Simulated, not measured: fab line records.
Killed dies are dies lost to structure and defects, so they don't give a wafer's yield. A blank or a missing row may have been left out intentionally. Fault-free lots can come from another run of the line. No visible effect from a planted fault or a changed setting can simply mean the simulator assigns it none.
Which tool was responsible? | flow berkeley cmos170 | 13 lots with 39 wafers sampled at 5 steps, on a route of 331 steps

## WHAT EACH GAUGE READ, for each wafer
UCB170_START_BOW_MEAS_00. Usual: for INCOMING_BOW the level is 0 um and the standard deviation is 5.9.
lot  | measured    | on            | INCOMING_BOW (um) | flag
L844 | day 1 20:00 | film metro-03 | -8 -4 -1          |
L845 | day 2 01:02 | film metro-02 | -2 -2 -2          |
L846 | day 2 06:00 | film metro-03 | -16 -3 -4         |
L848 | day 2 16:00 | film metro-01 | 9 -1 7            |
L849 | day 2 21:02 | film metro-02 | -3 3 -5           |
L851 | day 3 07:01 | film metro-02 | 4 8 -3            |
L852 | day 3 12:02 | film metro-02 | 3 2 -12           |
L853 | day 3 17:00 | film metro-02 | -9 -5 4           |
L854 | day 3 22:02 | film metro-02 | 7 -2 -8           |
L855 | day 4 03:00 | film metro-02 | -1 7 2            |
L860 | day 5 04:01 | film metro-01 | 5 0 1             |
L862 | day 5 14:01 | film metro-01 | 4 -4 4            |
L864 | day 6 00:01 | film metro-01 | 1 11 3            |

UCB170_NWELL_TW_MEAS_16. Usual: for NWELL_TW the level is 1242 and the standard deviation is 15.
lot  | measured    | on            | NWELL_TW       | flag
L844 | day 3 03:18 | film metro-03 | 1267 1260 1273 |
L845 | day 3 03:34 | film metro-03 | 1268 1272 1265 |
L846 | day 3 03:04 | film metro-02 | 1230 1237 1235 |
L848 | day 3 19:02 | film metro-03 | 1267 1271 1270 |
L849 | day 3 18:30 | film metro-02 | 1228 1231 1235 |
L851 | day 4 09:01 | film metro-02 | 1231 1229 1235 |
L852 | day 4 16:00 | film metro-02 | 1233 1230 1231 |
L853 | day 4 16:15 | film metro-04 | 1241 1234 1245 |
L854 | day 4 20:47 | film metro-02 | 1229 1231 1236 |
L855 | day 5 05:13 | film metro-02 | 1235 1242 1237 |
L860 | day 6 16:48 | film metro-03 | 1258 1258 1267 |
L862 | day 6 17:04 | film metro-02 | 1233 1224 1231 |
L864 | day 7 00:22 | film metro-04 | 1244 1247 1245 |

UCB170_SCREENOX_THK_MEAS_02. Usual: for SCREENOX_OXIDE_THK the level is 14.30 nm and the standard deviation is 0.26.
lot  | measured     | on            | SCREENOX_OXIDE_THK (nm) | flag
L844 | day 6 18:28  | film metro-01 | 14.73 14.81 14.75       |
L845 | day 6 18:29  | film metro-02 | 14.25 14.33 14.29       |
L846 | day 6 18:32  | film metro-02 | 14.46 14.34 14.61       |
L848 | day 7 06:59  | film metro-02 | 14.42 14.37 14.34       |
L849 | day 7 07:01  | film metro-03 | 14.52 14.67 14.80       |
L851 | day 8 14:28  | film metro-03 | 14.11 14.18 14.09       |
L852 | day 8 14:28  | film metro-01 | 14.06 14.21 14.07       |
L853 | day 8 14:31  | film metro-02 | 14.31 14.28 14.31       |
L854 | day 8 14:31  | film metro-03 | 14.43 14.28 14.24       |
L855 | day 9 07:13  | film metro-03 | 14.41 14.39 14.31       |
L860 | day 11 16:32 | film metro-03 | 14.55 14.49 14.57       |
L862 | day 11 16:28 | film metro-03 | 14.72 14.76 14.64       |
L864 | day 11 16:31 | film metro-01 | 13.81 13.62 13.64       |

## WHICH TOOL RAN EACH LOT (tool, then ch and the chambers of the sampled wafers, then the start)
lot  | UCB170_NWELL_ETCH_13              | UCB170_NWELL_STRIP_15
L844 | rie diel-01 ch 1,3, day 3 02:56   | plasma asher-04 ch 0, day 3 03:12
L845 | rie diel-02 ch 0,1,3, day 3 03:11 | plasma asher-01 ch 0,1, day 3 03:28
L846 | rie diel-02 ch 0,2,3, day 3 02:42 | plasma asher-01 ch 0,1, day 3 02:58
L848 | rie diel-02 ch 0,2, day 3 18:41   | plasma asher-03 ch 0,1, day 3 18:56
L849 | rie diel-01 ch 2,3, day 3 18:08   | plasma asher-04 ch 0,1, day 3 18:25
L851 | rie diel-03 ch 0,1,2, day 4 08:40 | plasma asher-01 ch 0,1, day 4 08:55
L852 | rie diel-02 ch 0,1, day 4 15:37   | plasma asher-01 ch 0,1, day 4 15:55
L853 | rie diel-03 ch 1,2,3, day 4 15:54 | plasma asher-03 ch 0, day 4 16:09
L854 | rie diel-02 ch 0,1,3, day 4 20:26 | plasma asher-04 ch 0,1, day 4 20:41
L855 | rie diel-02 ch 0,2,3, day 5 04:52 | plasma asher-04 ch 0,1, day 5 05:07
L860 | rie diel-03 ch 0,1,2, day 6 16:26 | plasma asher-01 ch 0,1, day 6 16:41
L862 | rie diel-01 ch 1,2, day 6 16:43   | plasma asher-03 ch 0,1, day 6 16:58
L864 | rie diel-01 ch 0,1, day 7 00:01   | plasma asher-01 ch 1, day 7 00:16
- UCB170_NWELL_ETCH_13: etches Si3N4 in CH3F/Ar/O2, stops on SiO2, target depth 246.4 nm, time 160.5 s.
- UCB170_NWELL_STRIP_15: strips in O2.

## AS READ BY THE TOOLS THEMSELVES (means over the sampled wafers that have a number; for cases with no such wafer, the mark the record gives instead)
UCB170_NWELL_ETCH_13. Usual: drypump motor current A 5.6 A, standard deviation 0.38; oes product au 0.934 a.u., standard deviation 0.018; throttle valve pct 8.11 %, standard deviation 0.11.
lot  | tool        | drypump motor current A (A) | oes product au (a.u.) | throttle valve pct (%) | flag
L844 | rie diel-01 | 5.8                         | 0.934                 | 7.95                   |
L845 | rie diel-02 | 5.5                         | 0.936                 | 8.11                   |
L846 | rie diel-02 | 5.5                         | 0.943                 | 8.19                   |
L848 | rie diel-02 | 5.7                         | 0.923                 | 8.20                   |
L849 | rie diel-01 | 6.1                         | 0.925                 | 8.13                   |
L851 | rie diel-03 | 5.7                         | 0.942                 | 8.04                   |
L852 | rie diel-02 | 5.7                         | 0.928                 | 8.05                   |
L853 | rie diel-03 | 5.3                         | 0.933                 | 8.17                   |
L854 | rie diel-02 | 5.6                         | 0.937                 | 8.11                   |
L855 | rie diel-02 | 5.5                         | 0.894                 | 8.18                   |
L860 | rie diel-03 | 5.7                         | 0.948                 | 8.04                   |
L862 | rie diel-01 | 5.8                         | 0.937                 | 8.17                   |
L864 | rie diel-01 | 5.2                         | 0.934                 | 8.07                   |

UCB170_NWELL_STRIP_15. Usual: drypump motor current A 5.6 A, standard deviation 0.32; oes product au 0.721 a.u., standard deviation 0.0046; strip time to endpoint s 17.86 s, standard deviation 0.063.
lot  | tool            | drypump motor current A (A) | oes product au (a.u.) | strip time to endpoint s (s) | flag
L844 | plasma asher-04 | 5.7                         | 0.721                 | 17.80                        |
L845 | plasma asher-01 | 5.8                         | 0.723                 | 17.84                        |
L846 | plasma asher-01 | 5.9                         | 0.720                 | 17.80                        |
L848 | plasma asher-03 | 5.9                         | 0.720                 | 17.83                        |
L849 | plasma asher-04 | 5.3                         | 0.721                 | 17.88                        |
L851 | plasma asher-01 | 5.9                         | 0.720                 | 17.89                        |
L852 | plasma asher-01 | 5.8                         | 0.716                 | 17.90                        |
L853 | plasma asher-03 | 6.1                         | 0.718                 | 17.95                        |
L854 | plasma asher-04 | 5.4                         | 0.719                 | 17.92                        |
L855 | plasma asher-04 | 5.5                         | 0.723                 | 18.36                        | OFF
L860 | plasma asher-01 | 5.8                         | 0.718                 | 17.85                        |
L862 | plasma asher-03 | 5.7                         | 0.719                 | 17.80                        |
L864 | plasma asher-01 | 5.9                         | 0.721                 | 17.83                        |

## THE ANSWER, worked out from the rows above alone
Rule: a lot is off if the mean of its wafers that have a number lies more than 3 standard deviations from the usual mean. Also off: a lot with no number at a reading for which 4 or more lots have one. Where the step has rows for the other lots, those lots are counted as sound. After the gauges, taken in route order, come the tools' own readings; for these a lot's mean is taken, as printed above. At the first step where some lot is off, the reading lying furthest off is the one used; lots without a number count as furthest.
Off at UCB170_NWELL_STRIP_15 (strip time to endpoint s): L855.
If a tool, at that step or one of the process steps before it, ran each lot that is off and ran no sound lot following the first of them, it fits. Undecided on this evidence; 2 tools fit (rie diel-02 at UCB170_NWELL_ETCH_13, plasma asher-04 at UCB170_NWELL_STRIP_15).

## WHAT THE SIMULATOR HAD INSERTED
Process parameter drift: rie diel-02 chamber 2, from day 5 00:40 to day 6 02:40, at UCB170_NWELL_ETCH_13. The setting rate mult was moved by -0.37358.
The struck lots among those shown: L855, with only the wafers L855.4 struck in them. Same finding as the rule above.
